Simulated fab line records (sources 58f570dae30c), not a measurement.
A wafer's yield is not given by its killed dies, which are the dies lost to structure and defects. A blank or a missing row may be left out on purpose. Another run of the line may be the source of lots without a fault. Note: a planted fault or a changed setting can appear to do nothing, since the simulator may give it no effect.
Split-lot study ; flow berkeley cmos170 ; on a route of 331 steps: 5 lots, 23 wafers read

SPLIT DETAILS
At UCB170_NWELL_OXIDATION_01 (target thk 26.4 nm, ox time 1260 s), the setting ox time s was moved away from the recipe's 1260 s on 10 of the 23 wafers read, by -13.5% to +12.3%. All remaining wafers had this setting at the recipe value.

Split to reading: the file shows no intervening step.

THE READING
At UCB170_NWELL_THK_MEAS_02: NWELL_OXIDE_THK, given in nm. On this fab line, fault-free wafers typically give 26.6 nm with a standard deviation of 0.54 nm.

wafer;tool, chamber at the split;ox time s as run, s;against the recipe;NWELL_OXIDE_THK, nm;against lot-mates on the recipe
L074.1;-, -;1415;+12.3%;28.1;no lot-mate on the recipe
L074.2;-, -;1415;+12.3%;28.4;no lot-mate on the recipe
L074.3;-, -;1415;+12.3%;28.4;no lot-mate on the recipe
L074.5;-, -;1415;+12.3%;28.0;no lot-mate on the recipe
L074.6;-, -;1415;+12.3%;28.6;no lot-mate on the recipe
L077.1;-, -;1260;recipe;26.0;-
L077.2;-, -;1260;recipe;26.0;-
L077.3;-, -;1260;recipe;26.1;-
L077.5;-, -;1260;recipe;25.7;-
L077.6;-, -;1260;recipe;26.0;-
L078.2;-, -;1260;recipe;26.5;-
L078.3;-, -;1260;recipe;26.3;-
L078.4;-, -;1260;recipe;26.4;-
L078.5;-, -;1260;recipe;26.4;-
L078.6;-, -;1260;recipe;26.3;-
L082.2;furnace-02, 0;1260;recipe;25.8;-
L082.4;furnace-02, 0;1260;recipe;25.6;-
L082.5;furnace-02, 0;1260;recipe;25.4;-
L085.1;-, -;1090;-13.5%;24.6;no lot-mate on the recipe
L085.2;-, -;1090;-13.5%;24.7;no lot-mate on the recipe
L085.3;-, -;1090;-13.5%;24.7;no lot-mate on the recipe
L085.4;-, -;1090;-13.5%;24.5;no lot-mate on the recipe
L085.6;-, -;1090;-13.5%;24.3;no lot-mate on the recipe

FIT RESULTS
A straight line over all 23 wafers: NWELL_OXIDE_THK changes by +0.144 nm for each +1% of ox time s; r = +0.96; the points scatter about the line by 0.38 nm.
Too few moved wafers with a lot-mate on the recipe to fit a line net of each lot's own level.

THE WHOLE CHAIN: every reading that the file lists as answering this split, in the file's order
step;what it does;reading;change (the file's fit);r (the file's)
UCB170_NWELL_OXIDATION_01;target thk 26.4 nm, ox time 1260 s;SiO2_of_NWELL_OXIDATION_01.thk nm (the simulator's own value, which no gauge read);+0.145 nm for each +1% of the setting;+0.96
UCB170_NWELL_THK_MEAS_02;;NWELL_OXIDE_THK;+0.144 for each +1% of the setting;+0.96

THE FILE'S OWN FIT
NWELL_OXIDE_THK changes by +0.144 nm for each +1% of ox time s, r = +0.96.
